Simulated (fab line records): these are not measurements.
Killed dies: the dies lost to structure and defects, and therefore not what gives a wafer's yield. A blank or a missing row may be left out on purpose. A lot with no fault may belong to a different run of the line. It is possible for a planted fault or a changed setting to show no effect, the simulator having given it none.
fab line records | flow ritCmos
[record] lots = 14 | wafers = 42 | lastDay = 8
route steps=202 shown PSD@147
lots untouched by any fault: they come from a run of this same line in which no faults occurred
startH: the number of hours between the record's first day and the start of the first shown wafer of the lot | waitH: hours elapsed since this lot's preceding step | " identical to the entry in the row above | L1.1+2: a row that stands for several wafers | - no value, or no start was given | * or withheld: withheld | < > ~ a bound
route shown NAME@n: a module of which the file shows steps, and the number in the route of the first | usual: average and standard deviation across the fault-free wafers | same: alike in all rows | chamber/n: place in a boat | sites: the reading at each site | _std_site: the values' standard deviation | _edge_site: mean of outer sites minus mean of inner sites | radiusMm: how far each site lies from the wafer's centre | mask NAME#n: copy n | behind: the last tool/chamber to shape the wafer | hold: why the lot was held/for how many hours/how that ended | device: transistor that didn't switch, given as n, p or np | end of line: tests of these same wafers at the route's end | step lacking rows: just its recipe | killed: at the first sort, the dies lost to defects and structure; wafer yield is something else | map: per-die view of a wafer (x killed, . not killed, _ where there is no die)
set.NAME: the setting as run; set.NAME@STEP: as run at that earlier step | model.NAME: the simulator's own value behind a step, which no gauge read
steps of the route over a sample of lots; a table a step, a row a wafer
[[steps]]
[step RIT_PSD_DEVELOP_05]
[recipe] resist = NOVOLAK | developTimeS = 50 | devTempC = 23
[usual] chillPlateTempC = 22.98/0.097 | developTimeS = 50/0 | exhaustPa = 45.2/0.99 | resistLineTempC = 22.99/0.098
lot.wafer | tool          | chamber | startH | waitH | chillPlateTempC | developTimeS | exhaustPa | resistLineTempC
L292.3    | lithoTrack-03 | 0       | 47     | -     | 23.10           | 50           | 44.8      | 22.93
L292.4    | "             | 0       | "      | "     | 23.11           | 50           | 44.8      | 22.98
L292.6    | "             | 0       | "      | "     | 23.12           | 50           | 45.2      | 22.96
L293.1    | lithoTrack-01 | 0       | 53     | -     | 23.01           | 50           | 45.6      | 22.97
L293.3    | "             | 0       | "      | "     | 22.97           | 50           | 44.9      | 22.99
L293.6    | "             | 0       | "      | "     | 22.95           | 50           | 45.3      | 22.79
L295.2    | lithoTrack-01 | 0       | 64     | -     | 23.02           | 50           | 46.0      | 23.12
L295.3    | "             | 0       | 65     | -     | 22.88           | 50           | 45.7      | 23.09
L295.5    | "             | 0       | "      | "     | 22.94           | 50           | 44.3      | 23.03
L296.1    | lithoTrack-01 | 0       | 71     | -     | 22.93           | 50           | 44.5      | 22.90
L296.4    | "             | 0       | "      | "     | 23.07           | 50           | 45.4      | 23.09
L296.6    | "             | 0       | "      | "     | 22.93           | 50           | 45.7      | 23.05
L299.1    | lithoTrack-01 | 0       | 84     | -     | 22.89           | 50           | 44.5      | 22.88
L299.3    | "             | 0       | "      | "     | 22.86           | 50           | 46.5      | 22.76
L299.4    | "             | 0       | "      | "     | 22.99           | 50           | 44.7      | 22.93
L300.1    | lithoTrack-01 | 0       | 89     | -     | 22.88           | 50           | 45.5      | 22.92
L300.2    | "             | 0       | "      | "     | 22.97           | 50           | 44.6      | 23.08
L300.4    | "             | 0       | "      | "     | 22.92           | 50           | 44.8      | 22.89
L301.2    | lithoTrack-04 | 0       | 95     | -     | 23.22           | 50           | 44.2      | 22.91
L301.4    | "             | 0       | "      | "     | 23.14           | 50           | 44.8      | 23.23
L301.6    | "             | 0       | "      | "     | 23.05           | 50           | 46.1      | 23.11
L304.3    | lithoTrack-04 | 0       | 111    | -     | 23.00           | 50           | 44.9      | 23.08
L304.4    | "             | 0       | "      | "     | 23.14           | 50           | 45.1      | 23.07
L304.5    | "             | 0       | "      | "     | 23.25           | 50           | 44.1      | 22.96
L305.2    | lithoTrack-01 | -       | 116    | -     | -               | -            | -         | -
L305.3    | "             | -       | "      | "     | -               | -            | -         | -
L305.5    | "             | -       | "      | "     | -               | -            | -         | -
L306.1    | lithoTrack-03 | -       | 119    | -     | -               | -            | -         | -
L306.2    | "             | -       | "      | "     | -               | -            | -         | -
L306.5    | "             | -       | "      | "     | -               | -            | -         | -
L307.3    | lithoTrack-01 | 0       | 126    | -     | 22.88           | 50           | 44.4      | 23.09
L307.4    | "             | 0       | "      | "     | 22.91           | 50           | 43.6      | 22.85
L307.5    | "             | 0       | "      | "     | 22.82           | 50           | 43.2      | 22.94
L313.2    | lithoTrack-01 | 0       | 162    | -     | 22.95           | 50           | 45.8      | 22.93
L313.4    | "             | 0       | "      | "     | 22.88           | 50           | 45.7      | 22.97
L313.6    | "             | 0       | "      | "     | 22.96           | 50           | 45.0      | 23.04
L314.2    | lithoTrack-01 | 0       | 170    | -     | 22.88           | 50           | 44.9      | 22.98
L314.3    | "             | 0       | "      | "     | 22.98           | 50           | 44.6      | 22.93
L314.6    | "             | 0       | "      | "     | 22.97           | 50           | 45.3      | 23.10
L315.3    | lithoTrack-01 | 0       | 175    | -     | 22.89           | 50           | 46.3      | 22.81
L315.4    | "             | 0       | "      | "     | 22.99           | 50           | 46.2      | 23.14
L315.6    | "             | 0       | "      | "     | 23.01           | 50           | 45.5      | 23.14
[[key]]
[firstSign] step = RIT_PSD_DEVELOP_05 | reading = toolRecord | direction = missing
effect none on later readings
metAt RIT_PSD_DEVELOP_05
struckLots L305,L306
sortLeftOut L305.2,L305.3,L305.5,L306.1,L306.2,L306.5
testerLeftOut L305,L306
onsetBetween 89 116
[fault] kind = skippedStepWhole | tool = lithoTrack-01,lithoTrack-03 | chamber = - | onsetH = 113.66 | steps = RIT_PSD_DEVELOP_05 | scope = struckLotsOnly
// testerLeftOut: of these lots the tester's yield and bins aren't shown, on N5 and GAA mostly nor the transistor test; their killed dies are dies lost to structure and defects alone, not to doping, threshold or leakage, so they don't give the yield
// sortLeftOut: the simulated sort isn't trusted on such a fault, so these wafers' sort isn't shown, and their yield isn't known
